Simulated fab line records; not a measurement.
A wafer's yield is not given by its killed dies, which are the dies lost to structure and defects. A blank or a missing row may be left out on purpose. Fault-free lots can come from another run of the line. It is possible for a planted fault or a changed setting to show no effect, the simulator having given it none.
Split-lot trial	flow ritCmos	route with 202 steps; 5 lots, 23 wafers read

## ABOUT THE SPLIT
At RIT_M1_EXPOSE_06 (exposes mask M12, target cd 2600 nm), the setting doseMj was moved away from the recipe's 250 on 10 of the 23 wafers read, by -2.9% to +5.5%. For the rest of the wafers, this setting stayed at what the recipe calls for.

## FROM THE SPLIT TO THE READING: what the file shows between them, 7 steps
- RIT_M1_PEB_07
- RIT_M1_DEVELOP_08: develop time 68 s
- RIT_M1_CD_MEAS_09: target cd 2600 nm
- RIT_M1_HARDBAKE_11: time 120 s
- RIT_M1_METAL_ETCH_12: etches Al in Cl2/BCl3, stops on SiO2, time 165 s, target depth 600 nm
- RIT_M1_STRIP_13: strips in nmp, time 600 s
- RIT_M1_STRIP_14: strips in O2, time 180 s

## THE READING
cdNm (nm) at RIT_M1_CD_MEAS_90, where the cd target is 2600 nm. A value of 2599.3 nm with a standard deviation of 2.4 nm is what fault-free wafers of this fab line usually give.

wafer	tool, chamber at the split	doseMj as run	against the recipe	cdNm, nm	against lot-mates on the recipe
L076.1	ilineStepper-02, 0	250	recipe	2597.8	-
L076.2	ilineStepper-02, 0	242.8	-2.9%	2604.0	+7.0
L076.4	ilineStepper-02, 0	250	recipe	2595.1	-
L076.5	ilineStepper-02, 0	250	recipe	2598.1	-
L076.6	ilineStepper-02, 0	242.8	-2.9%	2602.4	+5.4
L079.2	ilineStepper-02, 0	250	recipe	2602.4	-
L079.3	ilineStepper-02, 0	250	recipe	2597.2	-
L079.4	ilineStepper-02, 0	263.7	+5.5%	2586.0	-13.8
L079.5	ilineStepper-02, 0	263.7	+5.5%	2584.8	-15.0
L079.6	ilineStepper-02, 0	263.7	+5.5%	2586.8	-13.0
L080.1	ilineStepper-02, 0	250	recipe	2601.7	-
L080.3	ilineStepper-02, 0	261.1	+4.4%	2587.8	-13.9
L080.4	ilineStepper-02, 0	261.1	+4.4%	2587.8	-13.9
L080.5	ilineStepper-02, 0	250	recipe	2601.8	-
L080.6	ilineStepper-02, 0	250	recipe	2601.5	-
L083.1	ilineStepper-02, 0	250	recipe	2598.4	-
L083.3	ilineStepper-02, 0	250	recipe	2599.9	-
L083.5	ilineStepper-02, 0	250	recipe	2599.8	-
L085.1	ilineStepper-02, 0	250	recipe	2598.1	-
L085.2	ilineStepper-02, 0	250	recipe	2600.1	-
L085.3	ilineStepper-02, 0	242.9	-2.8%	2607.2	+8.1
L085.4	ilineStepper-02, 0	242.9	-2.8%	2607.0	+7.9
L085.5	ilineStepper-02, 0	242.9	-2.8%	2609.3	+10.2

THE FIT
A straight line over all 23 wafers: cdNm changes by -2.45 nm for each +1% of doseMj; r = -0.96; the points scatter about the line by 2.1 nm.
The same after taking each lot's own level away (the mean of its wafers on the recipe; 23 wafers): -2.71 nm for each +1%; r = -0.98; scatter 1.5 nm.
On that fit, the largest move of doseMj shifts the reading by 15 nm.
Across the lots, their own levels run from 2597.00 to 2601.67 nm, a range of 1.9 times the standard deviation given above.
The two slopes agree, so the slope changes little with the lot-to-lot level.
Check: -15.2 nm against its lot-mates is what the line predicts for one of the wafers moved furthest among these (+5.5%) when that wafer is left out of the fit. It came out at -13.8 nm against them.

## THE OTHER SPLITS THESE WAFERS WENT THROUGH
Before the reading, these wafers also passed through other splits. Each is held against what the fit with the lots' levels taken away leaves over:
other split on the same wafers	wafers away from the commonest value	r with cdNm (lot level and that fit taken away)
RIT_CONTACT_DEVELOP_07 developTimeS	8	+0.09

## THE WHOLE CHAIN: every reading that the file lists as answering this split, in the file's order
step	what it does	reading	change (the file's fit)	r (the file's)
RIT_M1_CD_MEAS_09	target cd 2600 nm	cdNm	-2.73 nm for each +1% of the setting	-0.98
RIT_M1_METAL_ETCH_12	etches Al in Cl2/BCl3, stops on SiO2, time 165 s, target depth 600 nm	M1.cdNm (the simulator's own value, which no gauge read)	-2.77 nm for each +1% of the setting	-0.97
RIT_M1_CD_MEAS_90	target cd 2600 nm	cdNm	-2.74 nm for each +1% of the setting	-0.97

## THE FILE'S OWN FIT
cdNm changes by -2.74 nm for each +1% of doseMj, r = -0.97.
